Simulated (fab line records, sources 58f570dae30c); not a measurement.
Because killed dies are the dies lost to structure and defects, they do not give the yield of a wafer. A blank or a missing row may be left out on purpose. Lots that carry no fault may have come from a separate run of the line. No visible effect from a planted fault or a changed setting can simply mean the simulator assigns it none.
Split-lot study	flow berkeley cmos170	route with 331 steps; 5 lots, 23 wafers read

## ON THE SPLIT
At UCB170_SACOX_OXIDATION_01 (target thk 14.4 nm, ox time 2400 s), the setting ox time s was moved away from the recipe's 2400 s on 15 of the 23 wafers read, by -6.7% to +11.4%. All remaining wafers had this setting at the recipe value.

The split's own step is where the reading is taken.

## THE READING
SiO2_of_SACOX_OXIDATION_01.thk nm (the simulator's own value, which no gauge read), in nm, at UCB170_SACOX_OXIDATION_01 (target thk 14.4 nm, ox time 2400 s). No usual value for it is given in the file. Average 14.43 nm, standard deviation 0.36 nm, over the 8 wafers here run with the recipe.

wafer	tool, chamber at the split	ox time s as run, s	against the recipe	SiO2_of_SACOX_OXIDATION_01.thk nm, nm	against lot-mates on the recipe
L074.1	-, -	2400	recipe	14.04	-
L074.2	-, -	2400	recipe	14.04	-
L074.4	-, -	2400	recipe	14.28	-
L074.5	-, -	2400	recipe	14.36	-
L074.6	-, -	2400	recipe	14.12	-
L076.1	-, -	2673	+11.4%	15.72	no lot-mate on the recipe
L076.2	-, -	2673	+11.4%	15.66	no lot-mate on the recipe
L076.3	-, -	2673	+11.4%	15.34	no lot-mate on the recipe
L076.4	-, -	2673	+11.4%	15.5	no lot-mate on the recipe
L076.6	-, -	2673	+11.4%	15.52	no lot-mate on the recipe
L077.1	-, -	2239	-6.7%	13.9	no lot-mate on the recipe
L077.2	-, -	2239	-6.7%	13.81	no lot-mate on the recipe
L077.3	-, -	2239	-6.7%	13.8	no lot-mate on the recipe
L077.4	-, -	2239	-6.7%	13.87	no lot-mate on the recipe
L077.6	-, -	2239	-6.7%	13.67	no lot-mate on the recipe
L079.2	-, -	2258	-5.9%	14.15	no lot-mate on the recipe
L079.3	-, -	2258	-5.9%	14.23	no lot-mate on the recipe
L079.4	-, -	2258	-5.9%	14.09	no lot-mate on the recipe
L079.5	-, -	2258	-5.9%	14.43	no lot-mate on the recipe
L079.6	-, -	2258	-5.9%	14.07	no lot-mate on the recipe
L081.1	furnace-04, 0	2400	recipe	14.97	-
L081.2	furnace-04, 0	2400	recipe	14.74	-
L081.6	furnace-04, 0	2400	recipe	14.92	-

FIT RESULTS
A straight line over all 23 wafers: SiO2_of_SACOX_OXIDATION_01.thk nm changes by +0.0878 nm for each +1% of ox time s; r = +0.91; the points scatter about the line by 0.27 nm.
Too few moved wafers with a lot-mate on the recipe to fit a line net of each lot's own level.

## THE FILE'S OWN FIT
SiO2_of_SACOX_OXIDATION_01.thk nm changes by +0.0877 nm for each +1% of ox time s, r = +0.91.
